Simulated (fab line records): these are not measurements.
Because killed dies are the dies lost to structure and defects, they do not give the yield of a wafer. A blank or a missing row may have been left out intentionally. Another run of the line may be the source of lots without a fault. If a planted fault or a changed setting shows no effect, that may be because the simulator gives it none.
One fault seen from 2 desks + flow rit cmos + what lay behind the numbers comes last; until then each desk has only its own

## METROLOGY DESK
Means of the sampled wafers that have a number, per lot and without regard to the tool the lot ran on: this is what the gauges read. If a lot's mean is further than 4 standard deviations from the usual mean, the lot is out of limits and carries the mark OUT (the distance appears in the brackets).
Columns: A = GATE_POLY_THK at RIT_GATE_THK_MEAS_09, usual 249.5 nm
| lot  | first seen here | A               |
|------|-----------------|-----------------|
| L657 | day 2 12:37     | 251.1           |
| L658 | day 2 16:31     | 249.0           |
| L659 | day 2 21:02     | 249.6           |
| L660 | day 3 02:58     | 250.7           |
| L661 | day 3 07:43     | 247.0           |
| L662 | day 3 13:26     | 250.5           |
| L663 | day 3 18:02     | 248.8           |
| L664 | day 4 04:35     | 250.4           |
| L668 | day 4 21:44     | 249.2           |
| L669 | day 5 01:00     | 251.4           |
| L673 | day 5 19:10     | 250.5           |
| L678 | day 6 21:40     | 220.0 (-16) OUT |
| L679 | day 7 01:22     | 250.8           |
This desk finds L678 out of limits, with the earliest case on L678 at day 6 21:40 (GATE_POLY_THK at RIT_GATE_THK_MEAS_09). L657, L658, L659, L660, L661, L662, L663, L664, L668, L669, L673, L679 stayed within limits.

## AT THE TOOL OWNER'S DESK: lpcvd-02
The tool's own readings at RIT_GATE_CVD_08 (deposits poly-Si from SiH4, target thk 250 nm, time 2220 s): means of the sampled wafers that have a number, for each lot that ran on this tool. If a lot's mean is further than 4 standard deviations from the usual mean, the lot is out of limits and carries the mark OUT (the distance appears in the brackets).
Columns: A = sih4 flow sccm at RIT_GATE_CVD_08, usual 100.01 sccm; B = zone power source pct at RIT_GATE_CVD_08, usual 12.3 %
| lot  | first seen here | A      | B    |
|------|-----------------|--------|------|
| L657 | day 2 10:59     | 100.15 | 12.6 |
| L658 | day 2 14:53     | 99.83  | 12.4 |
| L660 | day 3 01:22     | 100.06 | 12.5 |
| L661 | day 3 06:05     | 99.88  | 12.4 |
| L664 | day 4 02:58     | 100.36 | 12.5 |
| L678 | day 6 19:14     | 100.07 | 12.5 |
Finding of this desk: none of the 6 lots has anything out of limits.

## BROUGHT TOGETHER
Metrology desk: alarm possible at day 6 21:40 on L678.
The tool owner's desk saw nothing out of limits.
The tool owner's desk has L678 on record, within its limits.
The lots listed all ran RIT_GATE_CVD_08 on lpcvd-02.

## WHAT WAS PUT IN BY THE SIMULATOR
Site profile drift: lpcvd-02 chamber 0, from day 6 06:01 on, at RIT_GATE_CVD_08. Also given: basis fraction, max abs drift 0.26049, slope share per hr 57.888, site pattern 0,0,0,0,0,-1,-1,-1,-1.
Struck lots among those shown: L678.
Per desk, hours elapsed from the start of the fault to the first reading out of limits: for the metrology desk, 16.
